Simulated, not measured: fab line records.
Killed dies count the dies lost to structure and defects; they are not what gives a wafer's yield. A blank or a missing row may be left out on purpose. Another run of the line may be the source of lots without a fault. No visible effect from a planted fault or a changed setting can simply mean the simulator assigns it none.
A struck lot beside a sound one	flow rit cmos	15 out of 202 route steps
Sound: the wafers L862.1, L862.2, L862.3. Wafers struck: L866.1, L866.2, L866.3. The cause is named last.
For every step that has rows: the tool of each side, followed by ch and its chambers, followed by its first start. Under that, the readings that differ: sound wafers	struck wafers	difference of the means	sigmas: that difference in standard deviations of wafers without a fault.
alike: readings whose means differ by less than 2 such deviations, and words and numbers that are the same on both sides. not compared: withheld readings, readings that some wafer has no value for, bounds like >300 that may hide the same value, and numbers for which the record gives no deviation and whose values overlap.
Wherever a step has rows on one side only, a row that says differs or no value, or a row with sigmas, the two part there. Numbers that have no deviation but don't overlap get no sigmas and don't part them. Lack of a reading on every wafer of one side parts them only where that side has two or more wafers.

first, 1 step without rows for these wafers: RIT_NLDD_IMPLANT_08.
RIT_NLDD_STRIP_09: strips in O2, time 180 s.
  sound on plasma asher-01 ch 0,1, day 4 05:33; struck on plasma asher-01 ch 0,1, day 5 02:49
  alike: drypump motor current A, o2 flow sccm
  not compared: rf hours counter h
RIT_NLDD_TW_MEAS_10:
  struck on film metro-02, day 5 02:59; sound on film metro-04, day 4 05:44
  alike: NLDD_TW
then, 6 steps without rows for these wafers: RIT_PLDD_HMDS_00 (prime time 60 s); RIT_PLDD_COAT_01 (resist thk 1000 nm); RIT_PLDD_SOFTBAKE_02 (time 60 s); RIT_PLDD_EXPOSE_03 (exposes mask M8, target cd 40900 nm); RIT_PLDD_PEB_04; RIT_PLDD_DEVELOP_05 (develop time 50 s).
RIT_PLDD_OVL_MEAS_06:
  struck on overlay-02, day 5 04:01; sound on overlay-01, day 4 06:46
  alike: PLDD_OVL
then, 2 steps without rows for these wafers: RIT_PLDD_HARDBAKE_07 (time 60 s); RIT_PLDD_IMPLANT_08.
RIT_PLDD_STRIP_09: strips in O2, time 180 s.
  sound on plasma asher-01 ch 0,1, day 4 07:06; struck on plasma asher-01 ch 0,1, day 5 04:21
reading	sound	struck	difference	sigmas
o2 flow sccm (sccm)	4001 3994 3991	1997 2008 2005	-1992	-99 or more
  alike: drypump motor current A
  not compared: rf hours counter h
RIT_PLDD_TW_MEAS_10:
  struck on film metro-01, day 5 04:32; sound on film metro-02, day 4 07:16
  alike: PLDD_TW
RIT_M1_PROBE_99:
  the record holds rows for the sound wafers here (prober-02, day 4 21:48) but none for the struck ones

## WHERE THEY PART
Earliest at RIT_PLDD_STRIP_09; latest, in this record, at RIT_M1_PROBE_99.

WHY: the cause the simulator had injected
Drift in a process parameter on plasma asher-01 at RIT_PLDD_STRIP_09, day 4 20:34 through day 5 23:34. A move of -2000 in setting o2 flow sccm, from 4000. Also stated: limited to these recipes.
